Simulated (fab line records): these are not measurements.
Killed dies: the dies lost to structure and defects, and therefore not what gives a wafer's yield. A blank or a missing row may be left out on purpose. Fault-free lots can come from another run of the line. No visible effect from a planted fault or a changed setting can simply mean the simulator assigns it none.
Code-filled problem report in 8D (eight disciplines) form | flow rit_cmos | the parts of the form that need people (team, actions taken, sign-off) are left out

1. PROBLEM STATEMENT
Wafers without a fault read 24.997, standard deviation 0.0075; beam_energy_keV at RIT_NSD_IMPLANT_08 reads a mean of 24.146 on 6 wafers belonging to 2 lots. That is -99 or more standard deviations from the usual mean.
First seen on wafer L446.1, day 5 01:35, on implanter-04. The record has a number at this step for 18 wafers belonging to 6 lots. Rule for "out" (also "out of limits"): further than 4 standard deviations from the usual mean. The other wafers with a number count as sound.

2. WHAT IT IS AND WHAT IT IS NOT
question                    | is                     | is not
which readings at this step | beam_energy_keV        | -
which lots                  | L446, L449             | L439, L440, L451, L458
which wafers of those lots  | all that have a number | -
read on which tools         | implanter-04           | implanter-02, implanter-03
when                        | from day 5 01:35       | up to then (6 sound wafers); but 6 sound wafers of L451, L458 came after

3. SUSPECTS, AND WHAT RULES EACH OUT
Counting: a tool at a process step up to the reading stays a suspect if it ran every lot that is out and no sound lot after the first of them.
- rie_diel-02 at RIT_SPACER_ETCHBACK_05 (etches Si3N4 in SF6/CHF3, stops on SiO2, target depth 250 nm, time 240 s): kept. It ran every lot that is out, first L446 (day 5 00:17), and no sound lot after that; its last sound lot up to then is L440 (day 3 18:37).
- implanter-04 at RIT_NSD_IMPLANT_08: kept. It ran every lot that is out, first L446 (day 5 01:35), and no sound lot after that; its last sound lot up to then is L439 (day 3 09:43). On those wafers its own readings are out: beam_energy_keV.
Left after counting: rie_diel-02 at RIT_SPACER_ETCHBACK_05, implanter-04 at RIT_NSD_IMPLANT_08.

4. THE CAUSE (what the simulator had put in)
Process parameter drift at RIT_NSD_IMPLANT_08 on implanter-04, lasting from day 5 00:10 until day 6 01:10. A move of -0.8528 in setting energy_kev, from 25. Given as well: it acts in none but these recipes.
After counting, 2 suspects remain, this tool included.

5. THE EFFECT CHAIN, in route order
Each row: a reading where the mean over the struck wafers with a number is more than 3 standard deviations away from the usual. Only readings whose record carries a usual standard deviation are examined. hours: median over the lots of the time between each lot's start at the first step of this table that gives one and its start at this step. sigmas: the change, counted in usual standard deviations.
hours | step               | reading         | usual  | on struck wafers | change | sigmas
0     | RIT_NSD_IMPLANT_08 | beam_energy_keV | 24.997 | 24.146           | -0.851 | -99 or more
The process steps in it:
- RIT_NSD_IMPLANT_08

6. HOW IT WOULD HAVE BEEN CAUGHT EARLIER
In this record the first reading out of limits was taken at day 5 01:35, 1 hour after the fault began at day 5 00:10.
